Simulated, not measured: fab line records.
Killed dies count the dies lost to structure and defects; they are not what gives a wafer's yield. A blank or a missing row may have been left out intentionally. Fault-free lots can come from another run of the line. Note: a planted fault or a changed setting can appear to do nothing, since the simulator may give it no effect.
A lot that was struck, set against a sound lot | flow rit cmos | 14 steps out of a route of 202
Sound: these wafers, L958.1, L958.3, L958.5. Wafers L956.1, L956.4, L956.6 were the ones struck. At the end, the cause is stated.
Per side, at each step with rows, come the tool, then ch with its chambers, and then its first start. Under that, the readings that differ: sound wafers | struck wafers | difference of the means | sigmas: that difference in standard deviations of wafers without a fault.
alike: a reading whose means differ by less than 2 such deviations, as well as words and numbers matching on both sides. not compared: withheld readings; readings where some wafer has no value; bounds like >300 that might hide an equal value; numbers whose values overlap and for which the record gives no deviation.
A row with sigmas, a row that says differs or no value, or rows on one side alone: a step with any of these is where the two part. Numbers that don't overlap but have no deviation are shown without sigmas and don't part them. A reading missing from all wafers of one side parts the sides only when that side holds two or more wafers.

first, 2 steps without rows for these wafers: RIT_PLDD_PEB_04; RIT_PLDD_DEVELOP_05 (develop time 50 s).
RIT_PLDD_OVL_MEAS_06:
  struck on overlay-02, day 3 17:58; sound on overlay-01, day 4 02:17
  alike: PLDD_OVL
then, 2 steps without rows for these wafers: RIT_PLDD_HARDBAKE_07 (time 60 s); RIT_PLDD_IMPLANT_08.
RIT_PLDD_STRIP_09: strips in O2, time 180 s.
  sound on plasma asher-01 ch 0,1, day 4 02:38; struck on plasma asher-03 ch 0,1, day 3 18:18
  alike: chamber pressure mTorr, drypump motor current A
  not compared: rf hours counter h
RIT_PLDD_TW_MEAS_10:
  struck on film metro-01, day 3 18:28; sound on film metro-01, day 4 02:48
  alike: PLDD_TW
then, 4 steps without rows for these wafers: RIT_SPACER_CLEAN_00 (cleans in SC1, time 600 s); RIT_SPACER_CLEAN_01 (cleans in dHF, time 30 s); RIT_SPACER_CLEAN_02 (cleans in SC2, time 600 s); RIT_SPACER_CVD_03 (deposits Si3N4 from SiH2Cl2/NH3, target thk 250 nm, time 3300 s).
RIT_SPACER_THK_MEAS_04:
  struck on film metro-03, day 3 21:01; sound on film metro-03, day 4 05:11
  alike: SPACER_NITRIDE_THK
RIT_SPACER_ETCHBACK_05: etches Si3N4 in SF6/CHF3, stops on SiO2, target depth 250 nm, time 246.9 s.
  sound on rie diel-01 ch 0,1, day 4 05:14; struck on rie diel-03 ch 0,1,2, day 3 21:04
  no value came back on the struck wafers for any of 7 readings (CHF3_flow_sccm (sccm), SF6_flow_sccm (sccm) and others); on the sound wafers CHF3_flow_sccm (sccm) reads 30.01 29.92 30.10
  reading                                     | sound             | struck            | difference | sigmas
  model.poly-Si_of_GATE_CVD_08.thk nm (nm)    | 168.6 170.8 168.9 | 234.1 233.3 234.3 | +64.5      |
  model.Si3N4_of_SPACER_CVD_03.thk nm (nm)    | 193.9 195.5 195.1 | 250.7 250 248.7   | +55.0      |
  model.SiO2_of_FOX2_OXIDATION_00.thk nm (nm) | 175.9 185.1 178   | 224.1 219.7 219   | +41.3      |
  not compared: rf hours counter h
RIT_M1_PROBE_99:
  struck on prober-02, day 4 07:49; sound on prober-02, day 4 16:40
  reading             | sound | struck      | difference | sigmas
  killed at front end | 9 9 5 | 263 264 264 | +256       | +91
  killed dies         | 9 9 6 | 264 264 264 | +256       | +91
  killed on rim       | 0 5 2 | 70 70 70    | +68        | +56
  alike: killed at contacts, killed open, killed short

## WHERE THEY PART
First at RIT_SPACER_ETCHBACK_05; last, within this record, at RIT_M1_PROBE_99.

WHY: what the simulator had put in
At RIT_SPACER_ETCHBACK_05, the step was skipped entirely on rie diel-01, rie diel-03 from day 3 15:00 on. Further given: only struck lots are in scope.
